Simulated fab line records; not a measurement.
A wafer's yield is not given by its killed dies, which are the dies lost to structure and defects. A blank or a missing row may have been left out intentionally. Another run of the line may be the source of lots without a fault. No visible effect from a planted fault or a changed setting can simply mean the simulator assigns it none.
fab line records	flow rit_cmos
[record] lots = 7	wafers = 21	last_day = 7
route steps=202 shown CONTACT@172 M1@184
lots untouched by any fault: they come from a run of this same line in which no faults occurred
start_h: hours from the record's opening day to when the first of the lot's shown wafers began	wait_h: hours elapsed since this lot's preceding step	" unchanged from the row above	L1.1+2: one row covering several wafers at once	- no value, or no start was given	* or withheld: withheld	< > ~ a bound
route shown NAME@n: NAME is a module with steps in the file, n the number in the route of the first one	usual: the fault-free wafers' mean and standard deviation	same: alike in all rows	chamber/n: place in a boat	sites: readings site by site	_std_site: their standard deviation	_edge_site: the outer-site mean with the inner-site mean subtracted	radius_mm: how far each site lies from the wafer's centre	mask NAME#n: copy n	behind: tool/chamber where the wafer was last shaped	hold: what put the lot on hold/how long, in hours/how the hold closed	device: the transistor (n, p or np) that didn't switch	end of line: the tests these same wafers got at the end of their route	where a step has no rows: the recipe by itself	killed: the dies lost at the first sort to structure and to defects; this is not the yield of the wafer	map: the dies of a wafer, with x for killed, . for not killed, _ for no die there
set.NAME: setting as actually run; set.NAME@STEP: the setting as run at that earlier step	model.NAME: the simulator's own value behind a step, which no gauge read
certain route steps with their lots: each step a table, each wafer a row
services: from which hour (start_h, from the record's first day; less than 0 if before it) a tool's chamber was out of use, for how many hours, and why
[[steps]]
[step RIT_CONTACT_SOFTBAKE_04]
[recipe] resist = NOVOLAK	temp_c = 90	time_s = 60
[step RIT_CONTACT_EXPOSE_05]
[recipe] mask_id = M11	na = 0.6	source_shape = conventional	sigma_outer = 0.5	target_cd_nm = 1000	dose_mj = 250
[step RIT_CONTACT_PEB_06]
[recipe] resist = NOVOLAK	temp_c = withheld	time_s = withheld
[step RIT_CONTACT_DEVELOP_07]
[recipe] resist = NOVOLAK	develop_time_s = 120	dev_temp_c = 23
[step RIT_CONTACT_CD_MEAS_08]
[recipe] target_cd_nm = 1000
[usual] cd_nm = 1000.5/2.3
lot.wafer	tool	chamber	start_h	wait_h	cd_nm
L960.3	cd_sem-02	-	66.29	-	996.7
L960.4	"	-	"	"	998.2
L960.5	"	-	"	"	999.9
L962.2	cd_sem-01	-	76.30	-	996.7
L962.3	"	-	"	"	997.4
L962.5	"	-	"	"	997.1
L970.1	cd_sem-02	-	130.26	-	1000.8
L970.3	"	-	"	"	999.3
L970.5	"	-	"	"	999.8
L971.2	cd_sem-01	-	130.69	-	1000.3
L971.5	"	-	"	"	1000.4
L971.6	"	-	"	"	1001.4
L975.2	cd_sem-02	-	149.88	-	997.9
L975.3	"	-	"	"	1000.2
L975.6	"	-	"	"	1000.0
L977.2	cd_sem-02	-	157.63	-	999.5
L977.4	"	-	"	"	1002.3
L977.6	"	-	"	"	1000.2
L979.1	cd_sem-02	-	166.60	-	999.1
L979.2	"	-	"	"	997.0
L979.5	"	-	"	"	997.7
[step RIT_CONTACT_OVL_MEAS_09]
[usual] CONTACT_OVL = -0.8/1.7
lot.wafer	tool	chamber	start_h	wait_h	CONTACT_OVL[nm]
L960.3	overlay-02	-	66.38	0.1	-0.7
L960.4	"	-	"	"	-1.1
L960.5	"	-	"	"	-2.0
L962.2	overlay-02	-	76.40	0.1	0.6
L962.3	"	-	"	"	0.9
L962.5	"	-	"	"	0.7
L970.1	overlay-02	-	130.38	0.1	0.0
L970.3	"	-	"	"	1.3
L970.5	"	-	"	"	-2.2
L971.2	overlay-01	-	130.79	0.1	-0.1
L971.5	"	-	"	"	-0.3
L971.6	"	-	"	"	1.1
L975.2	overlay-02	-	149.99	0.1	-3.4
L975.3	"	-	"	"	-3.8
L975.6	"	-	"	"	-3.4
L977.2	overlay-01	-	157.73	0.1	-1.0
L977.4	"	-	"	"	-3.0
L977.6	"	-	"	"	-1.5
L979.1	overlay-02	-	166.72	0.1	-0.4
L979.2	"	-	"	"	-0.1
L979.5	"	-	"	"	0.0
[step RIT_CONTACT_HARDBAKE_10]
[recipe] resist = NOVOLAK	temp_c = 140	time_s = 60
[step RIT_CONTACT_ETCH_11]
[recipe] target_depth_a = 4800	over_etch_frac = 0.2	stop_on = TiSi2	chemistry = CHF3/CF4/Ar	target = SiO2	CHF3_flow_sccm = 50	cf4_flow_sccm = 10	Ar_flow_sccm = 100	O2_flow_sccm = 5	pressure_mtorr = 100	rf_w = 200	time_s = 320
[usual] drypump_motor_current_A = 5.5/0.46	oes_product_au = 0.990/0.015	throttle_valve_pct = 8.85/0.14
lot.wafer	tool	chamber	start_h	wait_h	drypump_motor_current_A	oes_product_au	rf_hours_counter_h	throttle_valve_pct
L960.3	rie_diel-01	0	66.58	0.1	5.4	0.965	125	9.05
L960.4	"	1	"	"	6.8	0.981	78	8.68
L960.5	"	2	"	"	5.5	1.004	-	8.75
L962.2	rie_diel-04	1	76.58	0.1	5.9	1.013	135	8.94
L962.3	"	3	"	"	5.6	0.966	162	9.01
L962.5	"	1	"	"	5.9	1.015	-	8.95
L970.1	rie_diel-04	1	130.75	0.1	5.9	1.013	136	8.95
L970.3	"	2	"	"	6.0	0.990	0	8.99
L970.5	"	0	"	"	5.0	0.998	-	8.88
L971.2	rie_diel-01	1	130.97	0.1	6.8	0.984	79	8.69
L971.5	"	1	"	"	6.7	0.976	-	8.67
L971.6	"	0	"	"	5.4	0.969	-	9.05
L975.2	rie_diel-02	0	150.17	0.1	5.2	0.979	43	8.93
L975.3	"	2	"	"	5.3	0.978	123	8.81
L975.6	"	2	"	"	5.3	0.981	-	8.79
L977.2	rie_diel-04	1	157.94	0.1	5.9	1.014	137	8.95
L977.4	"	3	"	"	5.6	0.994	0	9.01
L977.6	"	3	"	"	5.6	0.993	-	8.99
L979.1	rie_diel-02	2	166.91	0.1	5.3	0.979	124	8.81
L979.2	"	1	"	"	5.3	0.991	22	8.59
L979.5	"	0	"	"	5.2	0.978	-	8.91
[step RIT_CONTACT_STRIP_12]
[recipe] chemistry = O2	time_s = 180	resist = NOVOLAK	platen_temp_c = withheld	power_w = 500	pressure_mtorr = 4000	o2_flow_sccm = 4000
[usual] drypump_motor_current_A = 5.7/0.65
lot.wafer	tool	chamber	start_h	wait_h	drypump_motor_current_A	rf_hours_counter_h
L960.3	plasma_asher-04	0	66.83	0.2	5.0	-
L960.4	"	1	"	"	6.5	-
L960.5	"	0	"	"	5.0	-
L962.2	plasma_asher-04	1	76.78	0.1	6.6	44
L962.3	"	0	"	"	5.0	-
L962.5	"	1	"	"	6.6	-
L970.1	plasma_asher-02	0	130.94	0.1	5.3	1
L970.3	"	1	"	"	6.2	-
L970.5	"	1	"	"	6.2	-
L971.2	plasma_asher-03	1	131.17	0.1	5.1	47
L971.5	"	0	"	"	6.2	-
L971.6	"	1	"	"	5.0	-
L975.2	plasma_asher-02	1	150.36	0.1	6.2	4
L975.3	"	1	"	"	6.2	-
L975.6	"	1	"	"	6.2	-
L977.2	plasma_asher-02	1	158.14	0.1	6.1	5
L977.4	"	0	"	"	5.3	-
L977.6	"	1	"	"	6.1	-
L979.1	plasma_asher-04	0	167.10	0.1	5.0	54
L979.2	"	1	"	"	6.5	54
L979.5	"	1	"	"	6.5	-
[step RIT_CONTACT_CD_MEAS_90]
[recipe] target_cd_nm = 1000
[usual] cd_nm = 1000.4/2.3
lot.wafer	tool	chamber	start_h	wait_h	cd_nm
L960.3	cd_sem-02	-	66.99	0.1	996.5
L960.4	"	-	"	"	998.4
L960.5	"	-	"	"	999.7
L962.2	cd_sem-02	-	76.97	0.1	996.3
L962.3	"	-	"	"	997.4
L962.5	"	-	"	"	996.7
L970.1	cd_sem-02	-	131.12	0.1	1000.5
L970.3	"	-	"	"	998.9
L970.5	"	-	"	"	999.6
L971.2	cd_sem-01	-	131.36	0.1	1000.2
L971.5	"	-	"	"	1000.4
L971.6	"	-	"	"	1001.0
L975.2	cd_sem-02	-	150.55	0.1	998.0
L975.3	"	-	"	"	1000.7
L975.6	"	-	"	"	1000.2
L977.2	cd_sem-02	-	158.36	0.2	999.8
L977.4	"	-	"	"	1002.0
L977.6	"	-	"	"	1000.0
L979.1	cd_sem-02	-	167.27	0.1	1000.0
L979.2	"	-	"	"	996.5
L979.5	"	-	"	"	997.4
[step RIT_CONTACT_CLEAN_13]
[recipe] chemistry = SC1	mix = 3:3:50	time_s = 600	temp_c = 75
[step RIT_CONTACT_CLEAN_14]
[recipe] chemistry = SC2	mix = 3:3:50	time_s = 600	temp_c = 75	dry = n2_spin
[step RIT_M1_SPUTTER_00]
[recipe] material = Al	target_thk_nm = 400	power_w = 2000	chamber_pressure_pa = 0.4	gas = Ar	time_s = 500	substrate_temp_c = 25
[usual] throttle_valve_pct = 30.2/0.97
lot.wafer	tool	chamber	start_h	wait_h	throttle_valve_pct
L960.3	pvd_sputter-01	-	67.44	0.0	29.6
L960.4	"	-	"	"	30.7
L960.5	"	-	"	"	30.8
L962.2	pvd_sputter-01	-	77.44	0.0	30.8
L962.3	"	-	"	"	29.8
L962.5	"	-	"	"	31.1
L970.1	pvd_sputter-01	-	131.60	0.0	29.8
L970.3	"	-	"	"	31.2
L970.5	"	-	"	"	30.9
L971.2	pvd_sputter-02	-	131.99	0.0	29.8
L971.5	"	-	"	"	31.2
L971.6	"	-	"	"	31.0
L971.2	pvd_sputter-02	-	132.45	0.3	29.6
L971.5	"	-	"	"	31.4
L971.6	"	-	"	"	31.1
L975.2	pvd_sputter-03	-	151.02	0.0	29.0
L975.3	"	-	"	"	30.4
L975.6	"	-	"	"	29.5
L975.2	pvd_sputter-03	-	151.48	0.3	29.3
L975.3	"	-	"	"	30.3
L975.6	"	-	"	"	29.2
L977.2	pvd_sputter-03	-	158.85	0.0	28.6
L977.4	"	-	"	"	29.3
L977.6	"	-	"	"	31.0
L977.2	pvd_sputter-03	-	159.31	0.3	28.3
L977.4	"	-	"	"	29.2
L977.6	"	-	"	"	31.2
L979.1	pvd_sputter-01	-	167.76	0.0	30.8
L979.2	"	-	"	"	29.8
L979.5	"	-	"	"	29.5
[step RIT_M1_RS_MEAS_01]
[recipe] thk_meas_gauge = four-point-probe	reads = Al_of_M1_SPUTTER_00
[usual] M1_AL_RS = 0.0736/0.0007
lot.wafer	tool	chamber	start_h	wait_h	M1_AL_RS[ohm/sq]
L960.3	film_metro-02	-	67.77	0.2	0.0726
L960.4	"	-	"	"	0.0731
L960.5	"	-	"	"	0.0731
L962.2	film_metro-02	-	77.75	0.2	0.0738
L962.3	"	-	"	"	0.0726
L962.5	"	-	"	"	0.0732
L970.1	film_metro-01	-	131.90	0.1	0.0729
L970.3	"	-	"	"	0.0721
L970.5	"	-	"	"	0.0727
L971.2	film_metro-02	-	132.76	0.2	0.0370
L971.5	"	-	"	"	0.0366
L971.6	"	-	"	"	0.0368
L975.2	film_metro-02	-	151.80	0.2	0.0367
L975.3	"	-	"	"	0.0366
L975.6	"	-	"	"	0.0365
L977.2	film_metro-02	-	159.62	0.2	0.0360
L977.4	"	-	"	"	0.0364
L977.6	"	-	"	"	0.0364
L979.1	film_metro-03	-	168.06	0.1	0.0740
L979.2	"	-	"	"	0.0732
L979.5	"	-	"	"	0.0740
[step RIT_M1_THK_MEAS_02]
[recipe] thk_meas_gauge = xrf	reads = Al_of_M1_SPUTTER_00
[usual] M1_AL_THK = 397/3.9
lot.wafer	tool	chamber	start_h	wait_h	M1_AL_THK[nm]
L960.3	film_metro-02	-	67.87	0.1	403
L960.4	"	-	"	"	399
L960.5	"	-	"	"	399
L962.2	film_metro-02	-	77.86	0.1	397
L962.3	"	-	"	"	403
L962.5	"	-	"	"	402
L970.1	film_metro-01	-	132.02	0.1	401
L970.3	"	-	"	"	404
L970.5	"	-	"	"	402
L971.2	film_metro-02	-	132.87	0.1	780
L971.5	"	-	"	"	789
L971.6	"	-	"	"	786
L975.2	film_metro-02	-	151.91	0.1	790
L975.3	"	-	"	"	793
L975.6	"	-	"	"	795
L977.2	film_metro-02	-	159.73	0.1	806
L977.4	"	-	"	"	796
L977.6	"	-	"	"	797
L979.1	film_metro-03	-	168.18	0.1	396
L979.2	"	-	"	"	397
L979.5	"	-	"	"	393
[step RIT_M1_HMDS_03]
[recipe] prime_time_s = 60	prime_temp_c = 140
[step RIT_M1_COAT_04]
[recipe] resist = NOVOLAK	spin_rpm = 2000	resist_thk_nm = 1300
[step RIT_M1_SOFTBAKE_05]
[recipe] resist = NOVOLAK	temp_c = 90	time_s = 60
[step RIT_M1_EXPOSE_06]
[recipe] mask_id = M12	na = 0.6	source_shape = conventional	sigma_outer = 0.5	target_cd_nm = 2600	dose_mj = 250
[step RIT_M1_PEB_07]
[recipe] resist = NOVOLAK	temp_c = withheld	time_s = withheld
[step RIT_M1_DEVELOP_08]
[recipe] resist = NOVOLAK	develop_time_s = 68	dev_temp_c = 23
[step RIT_M1_CD_MEAS_09]
[recipe] target_cd_nm = 2600
[usual] cd_nm = 2599.9/1.7
lot.wafer	tool	chamber	start_h	wait_h	cd_nm
L960.3	cd_sem-02	-	68.96	-	2598.7
L960.4	"	-	"	"	2598.0
L960.5	"	-	"	"	2597.4
L962.2	cd_sem-02	-	78.94	-	2600.6
L962.3	"	-	"	"	2600.9
L962.5	"	-	"	"	2599.7
L970.1	cd_sem-02	-	133.05	-	2599.9
L970.3	"	-	"	"	2600.5
L970.5	"	-	"	"	2600.7
L971.2	cd_sem-01	-	134.10	-	2601.6
L971.5	"	-	"	"	2598.3
L971.6	"	-	"	"	2600.4
L975.2	cd_sem-02	-	153.23	-	2598.0
L975.3	"	-	"	"	2598.2
L975.6	"	-	"	"	2598.8
L977.2	cd_sem-02	-	160.85	-	2599.7
L977.4	"	-	"	"	2599.5
L977.6	"	-	"	"	2600.9
L979.1	cd_sem-02	-	169.24	-	2601.2
L979.2	"	-	"	"	2600.3
L979.5	"	-	"	"	2599.6
[step RIT_M1_OVL_MEAS_10]
[usual] M1_OVL = 0.3/1.5
lot.wafer	tool	chamber	start_h	wait_h	M1_OVL[nm]
L960.3	overlay-01	-	69.05	0.1	4.2
L960.4	"	-	"	"	3.1
L960.5	"	-	"	"	3.0
L962.2	overlay-02	-	79.04	0.1	1.3
L962.3	"	-	"	"	-0.9
L962.5	"	-	"	"	0.5
L970.1	overlay-01	-	133.17	0.1	0.5
L970.3	"	-	"	"	0.7
L970.5	"	-	"	"	-0.8
L971.2	overlay-02	-	134.24	0.1	-0.5
L971.5	"	-	"	"	0.0
L971.6	"	-	"	"	-1.4
L975.2	overlay-02	-	153.34	0.1	-0.9
L975.3	"	-	"	"	0.4
L975.6	"	-	"	"	0.1
L977.2	overlay-01	-	160.95	0.1	0.6
L977.4	"	-	"	"	2.0
L977.6	"	-	"	"	2.4
L979.1	overlay-02	-	169.36	0.1	-1.1
L979.2	"	-	"	"	-1.0
L979.5	"	-	"	"	-2.2
[step RIT_M1_HARDBAKE_11]
[recipe] resist = NOVOLAK	temp_c = 140	time_s = 120
[step RIT_M1_METAL_ETCH_12]
[recipe] stop_on = SiO2	chemistry = Cl2/BCl3	target = Al	time_s = 165	over_etch_frac = 0.5	pressure_mtorr = 100	target_depth_a = 6000	rf_w = 250	Cl2_flow_sccm = 60	bcl3_flow_sccm = 50
[usual] drypump_motor_current_A = 5.8/0.55	oes_product_au = 0.771/0.012	throttle_valve_pct = 8.20/0.12
lot.wafer	tool	chamber	start_h	wait_h	drypump_motor_current_A	oes_product_au	rf_hours_counter_h	throttle_valve_pct	model.etch.depth_nm	model.M1.feature_depth_nm
L960.3	rie_metal-01	1	69.38	0.2	5.2	0.790	-	8.03	403.9	436.4
L960.4	"	0	"	"	6.5	0.765	-	8.38	400.8	433.1
L960.5	"	0	"	"	6.5	0.766	-	8.37	401.2	433.9
L962.2	rie_metal-02	1	79.32	0.2	6.0	0.749	38	8.21	397.6	429.9
L962.3	"	0	"	"	6.6	0.779	-	8.15	404	436.2
L962.5	"	1	"	"	6.0	0.752	-	8.20	400.7	433
L970.1	rie_metal-03	0	133.46	0.2	5.6	0.791	1	8.32	402.3	434.8
L970.3	"	0	"	"	5.6	0.795	-	8.34	406.1	438.7
L970.5	"	0	"	"	5.6	0.783	-	8.33	403.7	436.3
L971.2	rie_metal-02	0	134.56	0.2	6.7	0.987	36	8.10	596.6	596.6
L971.5	"	1	"	"	5.9	0.959	-	8.17	597.6	597.6
L971.6	"	0	"	"	6.6	0.987	-	8.10	598.9	598.9
L975.2	rie_metal-03	1	153.68	0.2	5.2	0.998	2	8.15	608.9	608.9
L975.3	"	0	"	"	5.6	1.021	-	8.30	604.7	604.7
L975.6	"	1	"	"	5.2	0.999	-	8.16	608.2	608.2
L977.2	rie_metal-01	1	161.29	0.2	5.2	0.985	-	8.01	587.1	587.1
L977.4	"	1	"	"	5.2	0.983	-	7.99	586.6	586.6
L977.6	"	1	"	"	5.2	0.990	-	8.00	584.4	584.4
L979.1	rie_metal-02	1	169.65	0.2	5.9	0.761	0	8.21	396.3	428.7
L979.2	"	0	"	"	6.6	0.786	0	8.13	399.7	432
L979.5	"	0	"	"	6.6	0.779	-	8.16	395.7	428.1
[step RIT_M1_STRIP_13]
[recipe] chemistry = nmp	resist = NOVOLAK	temp_c = 80	time_s = 600	dry = n2_spin
[step RIT_M1_PROBE_99]
[usual] defect_limited_yield = 97.5/1	killed_at_M0_to_M3 = 0.0/0.12	killed_at_contacts = 0.1/0.24	killed_at_front_end = 6.6/2.7	killed_dies = 6.6/2.7	killed_on_rim = 1.7/1.3	killed_open = 3.3/1.8	killed_short = 3.4/1.9	sort_bin_3_pad_short = 0.1/0.19	sort_bin_5_function = 1.5/0.78	sort_bin_6_memory = 0.9/0.63	sort_n_pass = 257.4/2.7	sort_yield_pct = 97.5/1
[same] gross_dies = 264	killed_at_M4_up = 0	killed_at_back_side = 0	killed_at_other = 0
lot.wafer	tool	chamber	start_h	wait_h	defect_limited_yield[%]	killed_at_M0_to_M3	killed_at_contacts	killed_at_front_end	killed_dies	killed_on_rim	killed_open	killed_short	sort_bin_3_pad_short[%]	sort_bin_5_function[%]	sort_bin_6_memory[%]	sort_n_pass	sort_yield_pct[%]
L960.3	prober-02	-	71.69	0.2	99.2	0	0	2	2	1	0	2	0	0	0.8	262.0	99.2
L960.4	prober-02	-	71.74	0.2	98.5	0	0	4	4	1	2	2	0.8	0.4	0.4	260.0	98.5
L960.5	prober-02	-	71.79	0.2	96.6	0	0	9	9	1	3	6	0.4	2.7	0.4	255.0	96.6
L962.2	prober-02	-	82.86	0.1	98.1	0	0	5	5	1	3	2	0	1.9	0	259.0	98.1
L962.3	prober-02	-	82.91	0.2	97.0	0	0	8	8	2	2	6	0	1.5	1.5	256.0	97.0
L962.5	prober-02	-	83.01	0.2	96.2	0	0	10	10	4	4	6	0	1.9	1.9	254.0	96.2
L970.1	prober-02	-	136.05	0.1	97.3	0	0	7	7	3	5	2	0	1.1	1.5	257.0	97.3
L970.3	prober-02	-	136.15	0.2	98.1	0	0	5	5	2	3	2	0.4	1.5	0	259.0	98.1
L970.5	prober-02	-	136.25	0.2	98.1	0	0	5	5	1	2	3	0	0.4	1.5	259.0	98.1
L971.2	prober-01	-	136.92	0.1	0	254	0	10	264	70	5	5	0.4	99.2	0.4	0	0
L971.5	prober-01	-	137.07	0.2	0	254	0	10	264	70	7	3	0.4	98.9	0.8	0	0
L971.6	prober-01	-	137.12	0.2	0	263	0	1	264	70	0	1	0	100.0	0	0	0
L975.2	prober-01	-	156.00	0.1	0	255	0	9	264	70	4	5	0	98.1	1.9	0	0
L975.3	prober-01	-	156.05	0.2	0	258	0	6	264	70	5	1	0	100.0	0	0	0
L975.6	prober-01	-	156.20	0.2	0	263	0	1	264	70	1	0	0	99.6	0.4	0	0
L977.2	prober-01	-	164.23	0.1	0	255	0	9	264	70	5	4	0.4	97.7	1.9	0	0
L977.4	prober-01	-	164.33	0.2	0	255	0	9	264	70	5	4	0	98.9	1.1	0	0
L977.6	prober-01	-	164.43	0.2	0	254	0	10	264	70	5	5	0	98.5	1.5	0	0
L979.1	prober-01	-	171.90	0.1	98.5	0	1	3	4	0	1	3	0.4	1.1	0	260.0	98.5
L979.2	prober-01	-	171.95	0.1	98.9	0	0	3	3	0	1	2	0.4	0.8	0	261.0	98.9
L979.5	prober-01	-	172.10	0.2	97.7	0	0	6	6	2	3	3	0	1.5	0.8	258.0	97.7
// killed by level:class
L960.3 GATE:geometric_particle:short=1 REOX:geometric_particle:short=1
L960.4 FOX1:geometric_particle:short=1 FOX1:geometric_particle:open=1 SPACER:geometric_particle:open=1 SPACER:geometric_particle:short=1
L960.5 SPACER:geometric_particle:short=3 GATE:geometric_particle:short=2 REOX:geometric_particle:open=2 FOX1:geometric_particle:open=1 REOX:geometric_particle:short=1
L962.2 REOX:geometric_particle:open=2 SILICIDE:geometric_particle:short=2 GATE:geometric_particle:open=1
L962.3 GATE:geometric_particle:short=4 GATE:geometric_particle:open=2 FOX1:geometric_particle:short=1 FOX2:geometric_particle:short=1
L962.5 GATE:geometric_particle:short=2 REOX:geometric_particle:short=2 REOX:geometric_particle:open=2 FOX1:geometric_particle:short=1 FOX1:geometric_particle:open=1 FOX2:geometric_particle:short=1 SPACER:geometric_particle:open=1
L970.1 GATE:geometric_particle:open=4 GATE:geometric_particle:short=1 SPACER:geometric_particle:open=1 SILICIDE:geometric_particle:short=1
L970.3 FOX1:geometric_particle:open=2 GATE:geometric_particle:open=1 GATE:geometric_particle:short=1 SILICIDE:geometric_particle:short=1
L970.5 FOX1:geometric_particle:open=1 FOX2:geometric_particle:short=1 GATE:geometric_particle:short=1 GATE:geometric_particle:open=1 SPACER:geometric_particle:short=1
L971.2 M1:area_etch=254 FOX1:geometric_particle:short=2 FOX1:geometric_particle:open=2 SILICIDE:geometric_particle:open=2 GATE:geometric_particle:short=1 REOX:geometric_particle:open=1 SPACER:geometric_particle:short=1 SILICIDE:geometric_particle:short=1
L971.5 M1:area_etch=254 GATE:geometric_particle:open=4 SPACER:geometric_particle:open=3 SPACER:geometric_particle:short=2 GATE:geometric_particle:short=1
L971.6 M1:area_etch=263 FOX1:geometric_particle:short=1
L975.2 M1:area_etch=255 GATE:geometric_particle:open=3 SILICIDE:geometric_particle:short=2 FOX1:geometric_particle:open=1 FOX1:geometric_particle:short=1 FOX2:geometric_particle:short=1 GATE:geometric_particle:short=1
L975.3 M1:area_etch=258 SILICIDE:geometric_particle:open=3 FOX1:geometric_particle:open=1 GATE:geometric_particle:open=1 SILICIDE:geometric_particle:short=1
L975.6 M1:area_etch=263 GATE:geometric_particle:open=1
L977.2 M1:area_etch=255 REOX:geometric_particle:short=3 FOX1:geometric_particle:open=2 GATE:geometric_particle:open=1 GATE:geometric_particle:short=1 REOX:geometric_particle:open=1 SPACER:geometric_particle:open=1
L977.4 M1:area_etch=255 GATE:geometric_particle:open=3 REOX:geometric_particle:short=2 REOX:geometric_particle:open=2 FOX2:geometric_particle:short=1 GATE:geometric_particle:short=1
L977.6 M1:area_etch=254 SPACER:geometric_particle:open=3 SPACER:geometric_particle:short=2 ACTIVE:geometric_particle:short=1 FOX1:geometric_particle:short=1 GATE:geometric_particle:short=1 GATE:geometric_particle:open=1 REOX:geometric_particle:open=1
L979.1 FOX2:geometric_particle:short=1 GATE:geometric_particle:short=1 GATE:geometric_particle:open=1 CONTACT:geometric_particle:short=1
L979.2 FOX1:geometric_particle:short=1 SPACER:geometric_particle:short=1 SILICIDE:geometric_particle:open=1
L979.5 FOX1:geometric_particle:short=2 GATE:geometric_particle:open=2 REOX:geometric_particle:short=1 REOX:geometric_particle:open=1
// map L971.2 (x killed, . not)
________xxxxxxx_______
_____xxxxxxxxxxxxx____
____xxxxxxxxxxxxxxx___
___xxxxxxxxxxxxxxxxx__
__xxxxxxxxxxxxxxxxxxx_
__xxxxxxxxxxxxxxxxxxx_
_xxxxxxxxxxxxxxxxxxxxx
_xxxxxxxxxxxxxxxxxxxxx
_xxxxxxxxxxxxxxxxxxxxx
_xxxxxxxxxxxxxxxxxxxxx
__xxxxxxxxxxxxxxxxxxx_
__xxxxxxxxxxxxxxxxxxx_
___xxxxxxxxxxxxxxxxx__
____xxxxxxxxxxxxxxx___
_____xxxxxxxxxxxxx____
________xxxxxxx_______
// map L975.2 (x killed, . not)
________xxxxxxx_______
_____xxxxxxxxxxxxx____
____xxxxxxxxxxxxxxx___
___xxxxxxxxxxxxxxxxx__
__xxxxxxxxxxxxxxxxxxx_
__xxxxxxxxxxxxxxxxxxx_
_xxxxxxxxxxxxxxxxxxxxx
_xxxxxxxxxxxxxxxxxxxxx
_xxxxxxxxxxxxxxxxxxxxx
_xxxxxxxxxxxxxxxxxxxxx
__xxxxxxxxxxxxxxxxxxx_
__xxxxxxxxxxxxxxxxxxx_
___xxxxxxxxxxxxxxxxx__
____xxxxxxxxxxxxxxx___
_____xxxxxxxxxxxxx____
________xxxxxxx_______
[[services]]
tool	chamber	start_h	hours	kind
rie_diel-04	-	46.30	14.6	pm
pvd_sputter-01	-	57.82	8.3	repair
rie_diel-02	-	87.15	0.8	repair
rie_diel-04	0	87.92	-	clean
rie_diel-04	0	87.92	14.5	scheduled_down
rie_diel-04	0	87.92	14.5	vent_cycle
pvd_sputter-01	-	96.90	34.4	repair
rie_diel-04	2	99.12	2.3	repair
pvd_sputter-03	-	100.29	3.2	repair
rie_diel-04	2	102.39	-	clean
rie_diel-04	2	102.39	20.0	scheduled_down
rie_diel-04	2	102.39	20.0	vent_cycle
plasma_asher-02	-	108.75	9.0	pm
plasma_asher-02	0	108.75	9.0	vent_cycle
plasma_asher-03	-	111.94	2.0	repair
pvd_sputter-03	-	116.03	5.1	repair
rie_metal-02	-	136.12	20.0	pm
plasma_asher-03	-	139.40	2.8	pm
pvd_sputter-02	-	145.73	5.8	repair
rie_diel-01	-	149.01	0.3	repair
rie_diel-01	3	159.72	11.0	repair
rie_diel-01	2	159.81	4.4	repair
rie_diel-01	1	165.56	4.3	repair
rie_diel-01	2	166.04	1.2	repair
[[key]]
[first_sign] step = RIT_M1_SPUTTER_00	reading = visit	direction = added
[effect] step = RIT_M1_RS_MEAS_01	reading = M1_AL_RS	direction = down	sigmas = 52	usual = 0.0736	struck = 0.0366
[effect] step = RIT_M1_THK_MEAS_02	reading = M1_AL_THK	direction = up	sigmas = 99+	usual = 397	struck = 792
[effect] step = RIT_M1_METAL_ETCH_12	reading = oes_product_au	direction = up	sigmas = 18	usual = 0.771	struck = 0.990
[effect] step = RIT_M1_PROBE_99	reading = killed_at_M0_to_M3	direction = up	sigmas = 99+	usual = 0.0	struck = 256.8
[model_effect] step = RIT_M1_METAL_ETCH_12	value = etch.depth_nm	without = 395.6	struck = 597
[more_kills_born_at] RIT_M1_METAL_ETCH_12@rie_metal-03 = 776	RIT_M1_METAL_ETCH_12@rie_metal-02 = 771	RIT_M1_METAL_ETCH_12@rie_metal-01 = 764
met_at RIT_M1_SPUTTER_00
struck_wafers L971.2,L971.5,L971.6,L975.2,L975.3,L975.6,L977.2,L977.4,L977.6
later_rows_left_out L971.2,L971.5,L971.6,L975.2,L975.3,L975.6,L977.2,L977.4,L977.6
[fault] kind = repeated_step_whole	tool = pvd_sputter-01,pvd_sputter-02,pvd_sputter-03	chamber = -	onset_h = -	steps = RIT_M1_SPUTTER_00	times = 1	scope = struck_lots_only
// later_rows_left_out: the simulator's readings of these wafers behind a module that went badly wrong aren't trusted and aren't shown, but for the sort
